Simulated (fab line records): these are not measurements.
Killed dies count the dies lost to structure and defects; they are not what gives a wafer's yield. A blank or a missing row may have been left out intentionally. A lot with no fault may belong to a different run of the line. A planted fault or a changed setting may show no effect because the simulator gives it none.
A single fault, viewed from 2 desks	flow berkeley_cmos170	only its own numbers are on each desk; what lay behind them is given at the end

FROM THE METROLOGY DESK
Lot by lot, what the gauges showed, no matter which tool ran the lot: averages of those sampled wafers that carry a number. The brackets show how far a lot's mean lies from the usual mean; more than 4 standard deviations puts the lot out of limits, marked OUT.
Columns: A = GATE_OXIDE_THK at UCB170_GATE_THK_MEAS_02, usual 6.58 nm; B = V1_TEOS_THK at UCB170_V1_THK_MEAS_01, usual 1992 nm; C = cd_nm at UCB170_M2_CD_MEAS_90, usual 701 nm
lot	first seen here	A	B	C
L456	day 5 13:02	6.60	2008	704
L457	day 5 20:43	6.66	2014	704
L459	day 6 14:07	6.50	2008	701
L465	day 7 14:27	6.77	1970	-
L467	day 7 21:21	6.63	2002	-
L470	day 8 18:53	6.44	1992	705
L471	day 9 00:25	6.51	2016	698
L474	day 9 05:53	6.62	2000	701
L475	day 9 05:53	6.54	1974	701
L473	day 9 05:54	6.54	1995	700
L472	day 9 05:56	6.64	1965	702
L476	day 10 03:23	6.34	1976	704
L477	day 10 03:23	6.60	2009	704
L478	day 10 03:23	6.67	1994	702
This desk found nothing out of limits on any of the 14 lots.

AT THE TOOL OWNER'S DESK: rie_metal-04
The tool's own readings at UCB170_M2_METAL_ETCH_18 (etches Al in Cl2/BCl3, stops on SiO2, target depth 1170 nm, time 195 s): means of the sampled wafers that have a number, for each lot that ran on this tool. The brackets show how far a lot's mean lies from the usual mean; more than 4 standard deviations puts the lot out of limits, marked OUT.
Columns: A = bcl3_flow_sccm at UCB170_M2_METAL_ETCH_18, usual 45.03 sccm; B = bias_w at UCB170_M2_METAL_ETCH_18, usual 120.1 W; C = drypump_motor_current_A at UCB170_M2_METAL_ETCH_18, usual 5.5 A; D = oes_product_au at UCB170_M2_METAL_ETCH_18, usual 0.858 a.u.; E = throttle_valve_pct at UCB170_M2_METAL_ETCH_18, usual 24.66 %
lot	first seen here	A	B	C	D	E
L470	day 10 11:49	45.04	120.0	6.1	0.863	24.77
L472	day 10 21:41	45.12	119.7	6.8	0.840	24.83
L473	day 10 23:08	44.95	119.9	6.4	0.850	24.80
L478	day 11 21:23	45.14	119.5	6.4	0.852	24.80
L476	day 11 21:59	44.98	119.7	6.4	0.863	24.79
This desk found nothing out of limits on any of the 5 lots.

ALL TOGETHER
Nothing out of limits was seen by the metrology desk.
The tool owner's desk saw nothing out of limits.

WHAT HAD BEEN PUT IN BY THE SIMULATOR
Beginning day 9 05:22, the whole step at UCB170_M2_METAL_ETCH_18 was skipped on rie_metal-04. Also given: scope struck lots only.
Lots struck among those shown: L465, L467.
